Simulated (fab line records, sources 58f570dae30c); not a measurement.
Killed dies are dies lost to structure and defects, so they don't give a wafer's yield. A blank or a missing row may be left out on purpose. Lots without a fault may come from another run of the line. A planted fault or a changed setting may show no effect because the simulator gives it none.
Chamber matching | flow berkeley_cmos170 | UCB170_GATE_ETCH_15 on rie_si-02: 4 sister chambers
The step etches poly-Si in HBr/Cl2, stops on SiO2, time 56.3 s, target depth 278.2 nm. 14 wafers are shown with their chamber, then 7 later ones without.

WAFERS WITH THEIR CHAMBER
wafer  | chamber | throttle_valve_pct (%) | drypump_motor_current_A (A) | oes_product_au (a.u.)
L789.1 | 0       | 26.03                  | 6.0                         | 0.832
L789.3 | 2       | 26.30                  | 6.1                         | 0.841
L789.4 | 1       | 26.44                  | 5.0                         | 0.851
L790.4 | 2       | 26.30                  | 6.1                         | 0.831
L790.5 | 1       | 26.43                  | 5.0                         | 0.858
L790.6 | 0       | 26.03                  | 6.0                         | 0.833
L794.4 | 3       | 26.56                  | 5.6                         | 0.834
L794.5 | 2       | 26.32                  | 6.1                         | 0.830
L794.6 | 1       | 26.45                  | 5.0                         | 0.856
L795.1 | 2       | 26.30                  | 6.0                         | 0.845
L795.2 | 0       | 26.03                  | 6.0                         | 0.846
L795.3 | 1       | 26.43                  | 5.0                         | 0.872
L797.2 | 3       | 26.57                  | 5.6                         | 0.842
L797.3 | 2       | 26.31                  | 6.0                         | 0.847

SIGNATURES (means of the wafers above)
reading                 | chamber 0 | chamber 1 | chamber 2 | chamber 3 | scatter within a chamber
throttle_valve_pct      | 26.0300   | 26.4375   | 26.3060   | 26.5650   | 0.00803
drypump_motor_current_A | 6.000     | 5.000     | 6.060     | 5.600     | 0.0346
oes_product_au          | 0.83700   | 0.85925   | 0.83880   | 0.83800   | 0.00803
Rule: a wafer's distance from a chamber is the root of the sum, over the readings, of the square of ((its reading less the chamber's mean) divided by the reading's scatter). The wafer belongs to the nearest chamber; if the next one is less than 2 further off, it can't be placed. The scatter: the root of (the sum of the squares of (reading less its chamber's mean) over the shown wafers, divided by (wafers less chambers)).

WAFERS WITHOUT THEIR CHAMBER
wafer  | throttle_valve_pct (%) | drypump_motor_current_A (A) | oes_product_au (a.u.)
L797.6 | 26.44                  | 5.0                         | 0.879
L796.1 | 26.32                  | 6.0                         | 0.846
L796.2 | 26.56                  | 5.6                         | 0.841
L796.6 | 26.02                  | 6.0                         | 0.836
L803.3 | 26.03                  | 6.0                         | 0.828
L803.4 | 26.30                  | 6.1                         | 0.842
L803.5 | 26.45                  | 5.0                         | 0.873

WHICH CHAMBER EACH WENT THROUGH
wafer  | from the rows above | in truth
L797.6 | 1                   | 1
L796.1 | 2                   | 2
L796.2 | 3                   | 3
L796.6 | 0                   | 0
L803.3 | 0                   | 0
L803.4 | 2                   | 2
L803.5 | 1                   | 1
Placed correctly: 7 of 7. Can't be placed from these rows: 0. Placed wrongly: 0.
